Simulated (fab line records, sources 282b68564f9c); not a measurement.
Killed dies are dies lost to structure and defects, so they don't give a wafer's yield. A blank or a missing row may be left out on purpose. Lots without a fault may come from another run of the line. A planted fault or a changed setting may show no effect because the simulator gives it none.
fab line records | flow rit_cmos | part 1 of 2: steps 1 to 27 of 39
record lots=5 wafers=15 last_day=7
route steps=202 shown NRETRO@55 PRETRO@64 GATE@75 FOX2@80
lots that met no fault: from a run of the same line without faults
start_h: hours from the record's first day to the start of the lot's first wafer shown | wait_h: hours since the lot's step before | " the same as in the row above | L1.1+2: a row that stands for several wafers | - no value, or no start given | * or withheld: withheld | < > ~ a bound
route shown NAME@n: a module of which the file shows steps, and the number in the route of the first | usual: mean/standard deviation of fault-free wafers | same: alike in all rows | chamber/n: place in a boat | sites: the reading at each site | _std_site: their standard deviation | _edge_site: outer sites' mean less inner sites' | radius_mm: how far each site lies from the wafer's centre | mask NAME#n: copy n | behind: the tool/chamber that last shaped the wafer | hold: why the lot was held/for how many hours/how that ended | device: the transistor (n, p or np) that didn't switch | end of line: the same wafers' tests at the end of the route | a step without rows: its recipe alone | killed: dies lost to structure and defects at the first sort, not the wafer's yield | map: a wafer's dies, x killed, . not, _ none there
set.NAME: the setting as run; set.NAME@STEP: as run at that earlier step | model.NAME: the simulator's own value behind a step, which no gauge read
lots at some steps of the route; a table a step, a row a wafer
services: from which hour (start_h, from the record's first day; less than 0 if before it) a tool's chamber was out of use, for how many hours, and why
## steps
# step RIT_NRETRO_SOFTBAKE_02
# recipe resist=NOVOLAK temp_c=90 time_s=60
# usual exhaust_pa=44.9/0.89
# columns lot.wafer tool chamber start_h wait_h exhaust_pa
L074.1 litho_track-01 0 37.33 0.1 45.0
L074.3 " 0 " " 44.5
L074.5 " 0 " " 45.2
L085.1 litho_track-01 0 84.27 0.1 45.2
L085.3 " 0 " " 45.5
L085.5 " 0 " " 44.1
L088.1 litho_track-01 0 98.41 0.1 45.0
L088.3 " 0 " " 45.0
L088.6 " 0 " " 46.5
L093.4 litho_track-01 0 123.60 0.1 43.8
L093.5 " 0 " " 44.4
L093.6 " 0 " " 45.6
L095.2 litho_track-02 0 133.72 0.1 45.2
L095.5 " 0 " " 45.1
L095.6 " 0 " " 44.1
# step RIT_NRETRO_EXPOSE_03
# recipe mask_id=M4 na=0.57 target_cd_nm=43900 dose_mj=250
# usual focus_offset_nm=0.0/0.54
# columns lot.wafer tool chamber start_h wait_h mask focus_offset_nm
L074.1 iline_stepper-02 0 37.48 0.1 M4#0 -0.6
L074.3 " 0 " " M4#0 0.1
L074.5 " 0 " " M4#0 -0.3
L085.1 iline_stepper-01 0 84.42 0.1 M4#0 0.2
L085.3 " 0 " " M4#0 0.2
L085.5 " 0 " " M4#0 0.7
L088.1 iline_stepper-01 0 98.69 0.2 M4#0 -0.5
L088.3 " 0 " " M4#0 0.1
L088.6 " 0 " " M4#0 0.1
L093.4 iline_stepper-02 0 123.86 0.2 M4#0 0.2
L093.5 " 0 " " M4#0 -0.6
L093.6 " 0 " " M4#0 -0.8
L095.2 iline_stepper-01 0 133.99 0.2 M4#0 -0.2
L095.5 " 0 " " M4#0 -0.1
L095.6 " 0 " " M4#0 -0.6
# step RIT_NRETRO_PEB_04
# recipe resist=NOVOLAK temp_c=withheld time_s=withheld
# usual exhaust_pa=45.1/0.8
# columns lot.wafer tool chamber start_h wait_h exhaust_pa
L074.1 litho_track-02 0 37.60 0.1 44.9
L074.3 " 0 " " 43.9
L074.5 " 0 " " 44.3
L085.1 litho_track-01 0 84.53 0.1 45.5
L085.3 " 0 " " 44.7
L085.5 " 0 " " 45.6
L088.1 litho_track-02 0 98.80 0.1 45.2
L088.3 " 0 " " 44.6
L088.6 " 0 " " 44.9
L093.4 litho_track-04 0 123.99 0.1 44.6
L093.5 " 0 " " 45.0
L093.6 " 0 " " 44.5
L095.2 litho_track-01 0 134.11 0.1 43.4
L095.5 " 0 " " 45.3
L095.6 " 0 " " 43.7
# step RIT_NRETRO_DEVELOP_05
# recipe resist=NOVOLAK develop_time_s=68 dev_temp_c=23
# usual exhaust_pa=45.0/0.9
# columns lot.wafer tool chamber start_h wait_h exhaust_pa
L074.1 litho_track-02 0 - - 45.7
L074.3 " 0 " " 45.3
L074.5 " 0 " " 45.5
L085.1 litho_track-01 0 - - 46.0
L085.3 " 0 " " 46.8
L085.5 " 0 " " 46.3
L088.1 litho_track-02 0 - - 45.2
L088.3 " 0 " " 44.0
L088.6 " 0 " " 44.7
L093.4 litho_track-04 0 - - 45.5
L093.5 " 0 " " 44.1
L093.6 " 0 " " 44.7
L095.2 litho_track-01 0 - - 45.4
L095.5 " 0 " " 44.5
L095.6 " 0 " " 43.5
# step RIT_NRETRO_OVL_MEAS_06
# usual NRETRO_OVL=-0.9/1.1
# columns lot.wafer tool chamber start_h wait_h NRETRO_OVL[nm]
L074.1 overlay-01 - 37.91 - 0.3
L074.3 " - " " 0.9
L074.5 " - " " 0.6
L085.1 overlay-02 - 84.85 - -0.6
L085.3 " - " " -1.2
L085.5 " - " " 0.0
L088.1 overlay-02 - 99.12 - -0.5
L088.3 " - " " -1.0
L088.6 " - " " -0.9
L093.4 overlay-02 - 124.25 - -0.4
L093.5 " - " " -1.5
L093.6 " - " " -1.3
L095.2 overlay-02 - 134.40 - 0.3
L095.5 " - " " 1.2
L095.6 " - " " 0.3
# step RIT_NRETRO_HARDBAKE_07
# recipe resist=NOVOLAK temp_c=140 time_s=120
# usual exhaust_pa=45.1/0.85
# columns lot.wafer tool chamber start_h wait_h exhaust_pa
L074.1 litho_track-02 0 37.95 0.0 45.1
L074.3 " 0 " " 45.0
L074.5 " 0 " " 45.3
L085.1 litho_track-01 0 84.88 0.0 45.3
L085.3 " 0 " " 44.2
L085.5 " 0 " " 44.6
L088.1 litho_track-04 0 99.15 0.0 45.7
L088.3 " 0 " " 45.4
L088.6 " 0 " " 45.5
L093.4 litho_track-02 0 124.39 0.1 44.3
L093.5 " 0 " " 44.9
L093.6 " 0 " " 45.0
L095.2 litho_track-04 0 134.47 0.1 41.9
L095.5 " 0 " " 44.5
L095.6 " 0 " " 43.5
# step RIT_NRETRO_IMPLANT_08
# recipe species=P energy_kev=70 dose_cm2=1e+13 tilt_deg=7
# usual dose_ions_cm2=1e+13/1.2e+10
# columns lot.wafer tool chamber start_h wait_h dose_ions_cm2
L074.1 implanter-02 0 38.20 0.2 9.999e+12
L074.3 " 0 " " 9.998e+12
L074.5 " 0 " " 1.0004e+13
L085.1 implanter-02 0 85.13 0.2 1.0012e+13
L085.3 " 0 " " 1.0026e+13
L085.5 " 0 " " 1.0006e+13
L088.1 implanter-03 0 99.40 0.2 1.0023e+13
L088.3 " 0 " " 1.0022e+13
L088.6 " 0 " " 1.0015e+13
L093.4 implanter-04 0 124.59 0.2 1.0018e+13
L093.5 " 0 " " 1.0018e+13
L093.6 " 0 " " 9.997e+12
L095.2 implanter-04 0 134.71 0.2 1.0002e+13
L095.5 " 0 " " 1.0003e+13
L095.6 " 0 " " 9.988e+12
# step RIT_NRETRO_STRIP_09
# recipe chemistry=O2 time_s=180 resist=NOVOLAK platen_temp_c=withheld power_w=500 pressure_mtorr=4000 o2_flow_sccm=4000
# usual drypump_motor_current_A=6.2/0.39
# columns lot.wafer tool chamber start_h wait_h drypump_motor_current_A rf_hours_counter_h
L074.1 plasma_asher-01 0 38.35 0.1 5.4 40
L074.3 " 1 " " 5.5 -
L074.5 " 1 " " 5.5 -
L085.1 plasma_asher-04 0 85.28 0.1 6.5 45
L085.3 " 1 " " 6.2 -
L085.5 " 0 " " 6.6 -
L088.1 plasma_asher-01 0 99.55 0.1 5.4 47
L088.3 " 0 " " 5.4 -
L088.6 " 1 " " 5.5 -
L093.4 plasma_asher-02 0 124.72 0.1 6.4 -
L093.5 " 1 " " 6.3 -
L093.6 " 0 " " 6.4 -
L095.2 plasma_asher-04 1 134.83 0.1 6.2 2
L095.5 " 0 " " 6.6 -
L095.6 " 1 " " 6.2 -
# step RIT_NRETRO_TW_MEAS_10
# usual NRETRO_TW=1054/8.6
# columns lot.wafer tool chamber start_h wait_h NRETRO_TW
L074.1 film_metro-03 - 38.52 0.1 1052
L074.3 " - " " 1064
L074.5 " - " " 1057
L085.1 film_metro-02 - 85.46 0.1 1054
L085.3 " - " " 1063
L085.5 " - " " 1052
L088.1 film_metro-03 - 99.73 0.1 1053
L088.3 " - " " 1055
L088.6 " - " " 1054
L093.4 film_metro-03 - 124.87 0.1 1053
L093.5 " - " " 1052
L093.6 " - " " 1056
L095.2 film_metro-03 - 135.02 0.1 1056
L095.5 " - " " 1048
L095.6 " - " " 1055
# step RIT_PRETRO_HMDS_00
# recipe prime_time_s=60 prime_temp_c=140
# usual exhaust_pa=45.0/0.77
# columns lot.wafer tool chamber start_h wait_h exhaust_pa
L074.1 litho_track-03 0 38.58 0.1 44.7
L074.3 " 0 " " 45.2
L074.5 " 0 " " 46.8
L085.1 litho_track-03 0 85.76 0.3 44.6
L085.3 " 0 " " 44.0
L085.5 " 0 " " 45.4
L088.1 litho_track-02 0 99.79 0.1 44.5
L088.3 " 0 " " 44.6
L088.6 " 0 " " 45.2
L093.4 litho_track-03 0 124.98 0.1 43.6
L093.5 " 0 " " 45.0
L093.6 " 0 " " 44.4
L095.2 litho_track-02 0 135.09 0.1 45.0
L095.5 " 0 " " 45.0
L095.6 " 0 " " 44.6
# step RIT_PRETRO_COAT_01
# recipe resist=NOVOLAK spin_rpm=2000 resist_thk_nm=1300
# usual exhaust_pa=45.1/0.94
# columns lot.wafer tool chamber start_h wait_h exhaust_pa
L074.1 litho_track-03 0 38.73 0.1 45.1
L074.3 " 0 " " 45.4
L074.5 " 0 " " 44.5
L085.1 litho_track-03 0 85.91 0.1 45.5
L085.3 " 0 " " 45.1
L085.5 " 0 " " 46.6
L088.1 litho_track-02 0 99.94 0.1 46.7
L088.3 " 0 " " 46.4
L088.6 " 0 " " 44.2
L093.4 litho_track-03 0 125.13 0.1 45.6
L093.5 " 0 " " 45.3
L093.6 " 0 " " 44.8
L095.2 litho_track-02 0 135.24 0.1 44.5
L095.5 " 0 " " 44.4
L095.6 " 0 " " 44.2
# step RIT_PRETRO_SOFTBAKE_02
# recipe resist=NOVOLAK temp_c=90 time_s=60
# usual exhaust_pa=45.1/0.95
# columns lot.wafer tool chamber start_h wait_h exhaust_pa
L074.1 litho_track-03 0 38.88 0.1 45.4
L074.3 " 0 " " 46.7
L074.5 " 0 " " 45.2
L085.1 litho_track-03 0 86.06 0.1 44.8
L085.3 " 0 " " 44.1
L085.5 " 0 " " 44.7
L088.1 litho_track-02 0 100.09 0.1 45.4
L088.3 " 0 " " 45.2
L088.6 " 0 " " 46.5
L093.4 litho_track-03 0 125.28 0.1 44.0
L093.5 " 0 " " 45.3
L093.6 " 0 " " 45.0
L095.2 litho_track-02 0 135.39 0.1 46.5
L095.5 " 0 " " 46.3
L095.6 " 0 " " 46.5
# step RIT_PRETRO_EXPOSE_03
# recipe mask_id=M5 na=0.57 target_cd_nm=43700 dose_mj=250
# usual focus_offset_nm=0.0/0.55
# columns lot.wafer tool chamber start_h wait_h mask focus_offset_nm
L074.1 iline_stepper-01 0 39.03 0.1 M5#0 0.4
L074.3 " 0 " " M5#0 0.6
L074.5 " 0 " " M5#0 0.3
L085.1 iline_stepper-01 0 86.33 0.2 M5#0 -0.3
L085.3 " 0 " " M5#0 0.3
L085.5 " 0 " " M5#0 0.3
L088.1 iline_stepper-02 0 100.24 0.1 M5#0 -0.8
L088.3 " 0 " " M5#0 -0.5
L088.6 " 0 " " M5#0 -0.4
L093.4 iline_stepper-01 0 125.53 0.2 M5#0 0.0
L093.5 " 0 " " M5#0 0.0
L093.6 " 0 " " M5#0 -0.3
L095.2 iline_stepper-01 0 135.66 0.2 M5#0 0.1
L095.5 " 0 " " M5#0 0.1
L095.6 " 0 " " M5#0 -0.1
# step RIT_PRETRO_PEB_04
# recipe resist=NOVOLAK temp_c=withheld time_s=withheld
# usual exhaust_pa=45.1/0.82
# columns lot.wafer tool chamber start_h wait_h exhaust_pa
L074.1 litho_track-03 0 39.15 0.1 45.0
L074.3 " 0 " " 45.1
L074.5 " 0 " " 44.9
L085.1 litho_track-03 0 86.69 0.3 44.6
L085.3 " 0 " " 46.1
L085.5 " 0 " " 44.4
L088.1 litho_track-02 0 100.36 0.1 46.5
L088.3 " 0 " " 46.3
L088.6 " 0 " " 45.8
L093.4 litho_track-03 0 125.67 0.1 44.1
L093.5 " 0 " " 44.1
L093.6 " 0 " " 44.7
L095.2 litho_track-02 0 135.78 0.1 44.9
L095.5 " 0 " " 43.5
L095.6 " 0 " " 45.1
# step RIT_PRETRO_DEVELOP_05
# recipe resist=NOVOLAK develop_time_s=68 dev_temp_c=23
# usual exhaust_pa=45.0/0.89
# columns lot.wafer tool chamber start_h wait_h exhaust_pa
L074.1 litho_track-03 0 - - 44.8
L074.3 " 0 " " 44.3
L074.5 " 0 " " 43.3
L085.1 litho_track-03 0 - - 44.1
L085.3 " 0 " " 45.3
L085.5 " 0 " " 44.5
L088.1 litho_track-02 0 - - 45.6
L088.3 " 0 " " 46.2
L088.6 " 0 " " 46.7
L093.4 litho_track-03 0 - - 44.5
L093.5 " 0 " " 45.9
L093.6 " 0 " " 45.4
L095.2 litho_track-02 0 - - 44.4
L095.5 " 0 " " 44.7
L095.6 " 0 " " 44.1
# step RIT_PRETRO_OVL_MEAS_06
# usual PRETRO_OVL=0.6/1.5
# columns lot.wafer tool chamber start_h wait_h PRETRO_OVL[nm]
L074.1 overlay-02 - 39.46 - 1.7
L074.3 " - " " -0.3
L074.5 " - " " 0.8
L085.1 overlay-01 - 87.01 - 2.2
L085.3 " - " " 2.3
L085.5 " - " " 0.7
L088.1 overlay-02 - 100.67 - 1.2
L088.3 " - " " 1.8
L088.6 " - " " 1.2
L093.4 overlay-02 - 125.92 - 0.1
L093.5 " - " " 2.0
L093.6 " - " " 0.7
L095.2 overlay-02 - 136.08 - -0.1
L095.5 " - " " 0.0
L095.6 " - " " 0.6
# step RIT_PRETRO_HARDBAKE_07
# recipe resist=NOVOLAK temp_c=140 time_s=120
# usual exhaust_pa=44.9/0.89
# columns lot.wafer tool chamber start_h wait_h exhaust_pa
L074.1 litho_track-04 0 39.85 0.4 43.3
L074.3 " 0 " " 44.7
L074.5 " 0 " " 44.4
L085.1 litho_track-04 0 87.04 0.0 43.6
L085.3 " 0 " " 44.5
L085.5 " 0 " " 45.6
L088.1 litho_track-04 0 100.70 0.0 44.5
L088.3 " 0 " " 45.8
L088.6 " 0 " " 44.4
L093.4 litho_track-03 0 126.07 0.1 45.0
L093.5 " 0 " " 45.0
L093.6 " 0 " " 45.1
L095.2 litho_track-04 0 136.20 0.1 44.3
L095.5 " 0 " " 44.5
L095.6 " 0 " " 44.4
# step RIT_PRETRO_IMPLANT_08
# recipe species=B energy_kev=45 dose_cm2=1.2e+13 tilt_deg=7
# usual dose_ions_cm2=1.2003e+13/1.3e+10
# columns lot.wafer tool chamber start_h wait_h dose_ions_cm2
L074.1 implanter-01 0 40.10 0.2 1.1998e+13
L074.3 " 0 " " 1.1991e+13
L074.5 " 0 " " 1.1998e+13
L085.1 implanter-03 0 87.29 0.2 1.1991e+13
L085.3 " 0 " " 1.2001e+13
L085.5 " 0 " " 1.1996e+13
L088.1 implanter-04 0 100.95 0.2 1.1997e+13
L088.3 " 0 " " 1.2011e+13
L088.6 " 0 " " 1.2004e+13
L093.4 implanter-03 0 126.27 0.2 1.2004e+13
L093.5 " 0 " " 1.2014e+13
L093.6 " 0 " " 1.2021e+13
L095.2 implanter-03 0 136.44 0.2 1.2018e+13
L095.5 " 0 " " 1.203e+13
L095.6 " 0 " " 1.2013e+13
# step RIT_PRETRO_STRIP_09
# recipe chemistry=O2 time_s=180 resist=NOVOLAK platen_temp_c=withheld power_w=500 pressure_mtorr=4000 o2_flow_sccm=4000
# usual drypump_motor_current_A=5.9/0.37
# columns lot.wafer tool chamber start_h wait_h drypump_motor_current_A rf_hours_counter_h
L074.1 plasma_asher-01 1 40.25 0.1 5.5 40
L074.3 " 0 " " 5.4 -
L074.5 " 0 " " 5.4 -
L085.1 plasma_asher-01 1 87.44 0.1 5.5 45
L085.3 " 1 " " 5.5 -
L085.5 " 0 " " 5.4 -
L088.1 plasma_asher-02 0 101.10 0.1 6.3 44
L088.3 " 1 " " 6.3 -
L088.6 " 0 " " 6.3 -
L093.4 plasma_asher-03 1 126.40 0.1 5.7 -
L093.5 " 1 " " 5.7 -
L093.6 " 0 " " 5.7 -
L095.2 plasma_asher-02 0 136.56 0.1 6.4 49
L095.5 " 1 " " 6.3 -
L095.6 " 0 " " 6.4 -
# step RIT_PRETRO_TW_MEAS_10
# usual PRETRO_TW=472/5.8
# columns lot.wafer tool chamber start_h wait_h PRETRO_TW
L074.1 film_metro-04 - 40.42 0.1 469
L074.3 " - " " 464
L074.5 " - " " 465
L085.1 film_metro-02 - 87.62 0.1 480
L085.3 " - " " 477
L085.5 " - " " 479
L088.1 film_metro-02 - 101.28 0.1 482
L088.3 " - " " 482
L088.6 " - " " 481
L093.4 film_metro-04 - 126.55 0.1 469
L093.5 " - " " 470
L093.6 " - " " 465
L095.2 film_metro-04 - 136.75 0.1 466
L095.5 " - " " 469
L095.6 " - " " 467
# step RIT_GATE_WET_ETCH_00
# recipe chemistry=BOE target=SiO2 target_depth_nm=56 time_s=60 dry=n2_spin dilution=10:1 temp_c=21.5
# usual bath_heat_duty_pct=1.7/0.39
# columns lot.wafer tool chamber start_h wait_h bath_heat_duty_pct
L074.1 wet_bench-03 3 40.48 0.1 1.7
L074.3 " 3 " " 1.7
L074.5 " 3 " " 2.2
L085.1 wet_bench-01 2 87.68 0.1 1.7
L085.3 " 2 " " 1.7
L085.5 " 2 " " 1.5
L088.1 wet_bench-01 3 101.34 0.1 1.7
L088.3 " 3 " " 2.3
L088.6 " 3 " " 1.1
L093.4 wet_bench-03 2 126.58 0.0 2.2
L093.5 " 2 " " 1.2
L093.6 " 2 " " 1.3
L095.2 wet_bench-01 2 136.80 0.0 1.6
L095.5 " 2 " " 1.1
L095.6 " 2 " " 1.5
# step RIT_GATE_CLEAN_01
# recipe chemistry=SC1 mix=3:3:50 time_s=600 temp_c=75
# usual bath_guard_temp_C=75.0/0.57 bath_heat_duty_pct=15.7/1.4
# columns lot.wafer tool chamber start_h wait_h bath_guard_temp_C bath_heat_duty_pct
L074.1 wet_bench-03 2 40.51 0.0 75.1 14.0
L074.3 " 2 " " 74.7 14.6
L074.5 " 2 " " 74.7 16.5
L085.1 wet_bench-04 1 87.70 0.0 76.2 19.5
L085.3 " 1 " " 76.2 17.8
L085.5 " 1 " " 76.5 17.7
L088.1 wet_bench-04 3 101.36 0.0 74.8 14.0
L088.3 " 3 " " 74.6 13.1
L088.6 " 3 " " 74.8 15.4
L093.4 wet_bench-04 0 126.60 0.0 75.1 14.5
L093.5 " 0 " " 74.7 15.1
L093.6 " 0 " " 74.7 15.5
L095.2 wet_bench-04 1 136.82 0.0 75.8 17.9
L095.5 " 1 " " 76.0 17.6
L095.6 " 1 " " 75.9 18.2
# step RIT_GATE_CLEAN_02
# recipe chemistry=dHF dilution=50:1 time_s=30
# columns lot.wafer tool chamber start_h wait_h
L074.1+3+5 wet_bench-04 3 40.68 0.0
L085.1+3+5 wet_bench-03 3 87.88 0.0
L088.1+3+6 wet_bench-03 0 101.54 0.0
L093.4+5+6 wet_bench-01 2 126.79 0.0
L095.2+5+6 wet_bench-01 3 137.01 0.0
# step RIT_GATE_CLEAN_03
# recipe chemistry=SC2 mix=3:3:50 time_s=600 temp_c=75 dry=n2_spin
# usual bath_guard_temp_C=74.9/0.32 bath_heat_duty_pct=15.6/1.4
# columns lot.wafer tool chamber start_h wait_h bath_guard_temp_C bath_heat_duty_pct
L074.1 wet_bench-03 0 40.70 0.0 74.5 16.7
L074.3 " 0 " " 74.4 16.1
L074.5 " 0 " " 74.3 17.1
L085.1 wet_bench-01 2 87.90 0.0 74.4 15.1
L085.3 " 2 " " 74.4 14.1
L085.5 " 2 " " 74.3 12.9
L088.1 wet_bench-01 3 101.56 0.0 74.7 16.0
L088.3 " 3 " " 74.9 14.7
L088.6 " 3 " " 74.8 15.4
L093.4 wet_bench-03 3 126.81 0.0 74.4 15.6
L093.5 " 3 " " 74.9 15.3
L093.6 " 3 " " 74.6 15.4
L095.2 wet_bench-04 0 137.03 0.0 74.6 15.4
L095.5 " 0 " " 74.7 15.8
L095.6 " 0 " " 74.8 15.5
# step RIT_GATE_CLEAN_04
# recipe chemistry=dHF dilution=50:1 time_s=60 dry=n2_spin
# columns lot.wafer tool chamber start_h wait_h
L074.1+3+5 wet_bench-04 0 40.87 0.0
L085.1+3+5 wet_bench-03 3 88.07 0.0
L088.1+3+6 wet_bench-04 2 101.73 0.0
L093.4+5+6 wet_bench-04 3 126.99 0.0
L095.2+5+6 wet_bench-01 3 137.22 0.0
# step RIT_FOX2_THK_MEAS_91
# recipe reads=SiO2_of_FOX2_OXIDATION_00
# usual FIELD_OXIDE_LEFT_2_THK=251/6.5
# columns lot.wafer tool chamber start_h wait_h FIELD_OXIDE_LEFT_2_THK[nm]
L074.1 film_metro-04 - 40.90 0.0 260
L074.3 " - " " 260
L074.5 " - " " 263
L085.1 film_metro-04 - 88.10 0.0 255
L085.3 " - " " 257
L085.5 " - " " 254
L088.1 film_metro-03 - 101.76 0.0 243
L088.3 " - " " 245
L088.6 " - " " 249
L093.4 film_metro-01 - 127.04 0.0 269
L093.5 " - " " 264
L093.6 " - " " 269
L095.2 film_metro-04 - 137.26 0.0 246
L095.5 " - " " 247
L095.6 " - " " 245
# step RIT_GATE_OXIDATION_05
# recipe temp_c=900 ambient=O2 target_thk_a=30 ox_time_s=270
# columns lot.wafer tool chamber start_h wait_h
L074.1+3+5 furnace-01 0 41.87 1.0
L085.1+3+5 furnace-02 0 88.37 0.3
L088.1+3+6 furnace-02 0 101.82 0.1
L093.4+5+6 furnace-04 0 127.07 0.0
L095.2+5+6 furnace-01 0 137.31 0.0
